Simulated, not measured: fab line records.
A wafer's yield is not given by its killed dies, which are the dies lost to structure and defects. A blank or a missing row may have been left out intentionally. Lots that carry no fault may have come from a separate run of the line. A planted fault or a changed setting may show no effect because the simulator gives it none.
Struck lot and sound lot, side by side :: flow rit-cmos :: 45 steps out of a route of 202
Sound: the wafers L521.1, L521.4, L521.5. Struck: wafers L531.4, L531.5, L531.6. The cause is named last.
Order at every step that has rows: each side's tool, ch and its chambers, its first start. Under that, the readings that differ: sound wafers :: struck wafers :: difference of the means :: sigmas: that difference in standard deviations of wafers without a fault.
alike: readings with means less than 2 such deviations apart, plus words and numbers identical on both sides. not compared: withheld readings, readings lacking a value on some wafer, bounds such as >300 that could conceal the same value, and numbers that have no deviation in the record and whose values overlap.
Wherever a step has rows on one side only, a row that says differs or no value, or a row with sigmas, the two part there. Numbers that don't overlap but have no deviation are shown without sigmas and don't part them. Lack of a reading on every wafer of one side parts them only where that side has two or more wafers.

first, 1 step without rows for these wafers: RIT_ACTIVE_DEVELOP_10 (develop time 50 s).
RIT_ACTIVE_CD_MEAS_11 targets a cd of 1400 nm.
  sound on cd-sem-01, day 2 21:16; struck on cd-sem-01, day 4 22:30
  alike: cd-nm
then, 1 step without rows for these wafers: RIT_ACTIVE_HARDBAKE_12 (time 60 s).
RIT_ACTIVE_ETCH_13: etches Si3N4 in SF6, stops on SiO2, time 210 s, target depth 210 nm.
  sound on rie-diel-02 ch 0,2,3, day 2 21:32; struck on rie-diel-02 ch 0,2,3, day 4 22:47
  alike: SF6_flow_sccm, chamber-pressure-mTorr, drypump-motor-current-A, oes-product-au, throttle-valve-pct
  not compared: rf-hours-counter-h
RIT_ACTIVE_STRIP_14: strips in O2, time 180 s.
  sound on plasma-asher-03 ch 0,1, day 2 21:41; struck on plasma-asher-03 ch 0,1, day 4 22:54
  alike: chamber-pressure-mTorr, drypump-motor-current-A
  not compared: rf-hours-counter-h
RIT_ACTIVE_CD_MEAS_90 targets a cd of 1400 nm.
  sound on cd-sem-01, day 2 21:51; struck on cd-sem-01, day 4 23:10
  alike: cd-nm
then, 4 steps without rows for these wafers: RIT_ACTIVE_CLEAN_15 (cleans in SC1, time 600 s); RIT_ACTIVE_CLEAN_16 (cleans in dHF, time 30 s); RIT_ACTIVE_CLEAN_17 (cleans in SC2, time 600 s); RIT_FOX1_OXIDATION_00 (target thk 350.7 nm, ox time 1130 s).
RIT_FOX1_THK_MEAS_01:
  sound on film-metro-01, day 3 00:22; struck on film-metro-04, day 5 01:23
  alike: FOX1_OXIDE_THK
then, 1 step without rows for these wafers: RIT_FOX1_WET_ETCH_02 (etches SiO2 in BOE, target depth 350 nm, time 390 s).
RIT_FOX2_OXIDATION_00: target thk 350.7 nm, ox time 1130 s.
  sound on furnace-02 ch 0, day 3 00:37; struck on furnace-02 ch 0, day 5 01:32
reading: spike-tc-centre-C (C)
sound: 1103.5 1102.1 1104.4
struck: 1079.3 1078.0 1078.2
difference: -24.8
sigmas: -19

reading: spike-tc-load-C (C)
sound: 1129 1129 1129
struck: 1105 1104 1103
difference: -25
sigmas: -6

reading: spike-tc-source-C (C)
sound: 1129.1 1131.1 1130.9
struck: 1103.9 1106.7 1104.6
difference: -25.3
sigmas: -23

reading: tube-center-temp-C (C)
sound: 1100.2 1100 1100
struck: 1075 1074.8 1075
difference: -25
sigmas: -99 or more

reading: tube_center_temp_C_max
sound: 1103.9 1102.7 1103.2
struck: 1078.8 1078.1 1078.2
difference: -24.9
sigmas: -48

reading: model.SiO2_of_FOX2_OXIDATION_00.thk-nm (nm)
sound: 342.8 343.4 345
struck: 310.6 308.2 306.9
difference: -35.2
sigmas: 
RIT_FOX2_THK_MEAS_01:
  sound on film-metro-03, day 3 01:56; struck on film-metro-01, day 5 02:53
reading: FOX2_OXIDE_THK (nm)
sound: 343 343 345
struck: 311 308 307
difference: -35
sigmas: -7
then, 2 steps without rows for these wafers: RIT_FOX2_CLEAN_02 (cleans in dHF, time 180 s); RIT_FOX2_WET_ETCH_03 (etches Si3N4 in H3PO4, target depth 195 nm, time 2700 s).
RIT_FOX2_THK_MEAS_90:
  sound on film-metro-03, day 3 02:53; struck on film-metro-01, day 5 03:49
reading: FIELD_OXIDE_LEFT_1_THK (nm)
sound: 315 316 318
struck: 283 281 280
difference: -35
sigmas: -7
then, 6 steps without rows for these wafers: RIT_NWELL_HMDS_00 (prime time 60 s); RIT_NWELL_COAT_01 (resist thk 1300 nm); RIT_NWELL_SOFTBAKE_02 (time 60 s); RIT_NWELL_EXPOSE_03 (exposes mask M2, target cd 43900 nm); RIT_NWELL_PEB_04; RIT_NWELL_DEVELOP_05 (develop time 68 s).
RIT_NWELL_OVL_MEAS_06:
  sound on overlay-01, day 3 04:13; struck on overlay-01, day 5 04:53
  alike: NWELL_OVL
then, 2 steps without rows for these wafers: RIT_NWELL_HARDBAKE_07 (time 120 s); RIT_NWELL_IMPLANT_08.
RIT_NWELL_STRIP_09: strips in O2, time 180 s.
  sound on plasma-asher-02 ch 0, day 3 04:40; struck on plasma-asher-01 ch 0,1, day 5 05:28
reading: drypump-motor-current-A (A)
sound: 5.1 5.1 5.1
struck: 6.3 6.3 5.5
difference: +0.9
sigmas: +3
  alike: chamber-pressure-mTorr
  not compared: rf-hours-counter-h
RIT_NWELL_TW_MEAS_10:
  sound on film-metro-04, day 3 04:50; struck on film-metro-02, day 5 05:37
  alike: NWELL_TW
then, 6 steps without rows for these wafers: RIT_PWELL_HMDS_00 (prime time 60 s); RIT_PWELL_COAT_01 (resist thk 1300 nm); RIT_PWELL_SOFTBAKE_02 (time 60 s); RIT_PWELL_EXPOSE_03 (exposes mask M3, target cd 43700 nm); RIT_PWELL_PEB_04; RIT_PWELL_DEVELOP_05 (develop time 68 s).
RIT_PWELL_OVL_MEAS_06:
  sound on overlay-01, day 3 05:54; struck on overlay-01, day 5 06:32
  alike: PWELL_OVL
then, 2 steps without rows for these wafers: RIT_PWELL_HARDBAKE_07 (time 120 s); RIT_PWELL_IMPLANT_08.
RIT_PWELL_STRIP_09: strips in O2, time 180 s.
  sound on plasma-asher-02 ch 0,1, day 3 06:20; struck on plasma-asher-01 ch 0,1, day 5 07:01
  alike: chamber-pressure-mTorr, drypump-motor-current-A
  not compared: rf-hours-counter-h
RIT_PWELL_TW_MEAS_10:
  sound on film-metro-03, day 3 06:31; struck on film-metro-04, day 5 07:10
  alike: PWELL_TW
then, 1 step without rows for these wafers: RIT_WELLDRIVE_ANNEAL_00 (time 14700 s).
RIT_WELLDRIVE_RS_MEAS_01: the measuring method here is four-point-probe.
  sound on film-metro-03, day 3 11:39; struck on film-metro-02, day 5 12:31
  alike: NWELL_RS
RIT_WELLDRIVE_RS_MEAS_02: the measuring method here is four-point-probe.
  sound on film-metro-03, day 3 11:46; struck on film-metro-02, day 5 12:38
  alike: PWELL_RS
RIT_FOX2_THK_MEAS_91:
  sound on film-metro-03, day 3 15:25; struck on film-metro-01, day 5 16:26
reading: FIELD_OXIDE_LEFT_2_THK (nm)
sound: 247 247 249
struck: 215 212 211
difference: -35
sigmas: -7
RIT_SILICIDE_WET_ETCH_00: etches SiO2 in BOE, target depth 14 nm, time 15 s.
  sound on wet-bench-03 ch 3, day 4 08:56; struck on wet-bench-02 ch 2, day 6 10:53
reading: model.SiO2_of_FOX2_OXIDATION_00.thk-nm (nm)
sound: 141.3 142.7 143.9
struck: 109 106 104.2
difference: -36
sigmas: 
RIT_M1_PROBE_99:
  sound on prober-01, day 4 17:00; struck on prober-01, day 6 18:17
reading: model.etest.pldd.width-nm (nm)
sound: 3167 3187 3182
struck: 3215 3241 3216
difference: +45
sigmas: 

reading: model.etest.nldd.width-nm (nm)
sound: 3185 3174 3182
struck: 3215 3229 3223
difference: +42
sigmas: 

reading: model.etest.nplus-sal.width-nm (nm)
sound: 3462 3454 3470
struck: 3483 3485 3474
difference: +19
sigmas: 

reading: model.etest.pplus-sal.width-nm (nm)
sound: 3465 3456 3452
struck: 3473 3501 3493
difference: +31
sigmas: 

reading: model.etest.pwell.rs-ohm-sq
sound: 419.6 414.1 418.9
struck: 404.1 405.2 401.6
difference: -13.9
sigmas: 

reading: model.etest.field-n.vt-v (V)
sound: 33.51 33.47 33.79
struck: 29.15 28.91 28.71
difference: -4.67
sigmas: 

reading: model.etest.field-p-metal.vt-v (V)
sound: -29.37 -29.93 -29.32
struck: -30.77 -31.02 -31.27
difference: -1.48
sigmas: 
  alike: killed-at-front-end, killed-dies, killed-open, killed-short
  not compared: model.etest.iso-nwell-nwell.bv-v

== WHERE THEY PART ==
Earliest at RIT_FOX2_OXIDATION_00; latest, in this record, at RIT_FOX2_THK_MEAS_91. Later steps at which nothing parts them and some readings are alike: RIT_M1_PROBE_99.

WHY: what had been put in by the simulator
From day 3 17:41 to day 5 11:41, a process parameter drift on furnace-02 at RIT_FOX2_OXIDATION_00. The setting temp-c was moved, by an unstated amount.
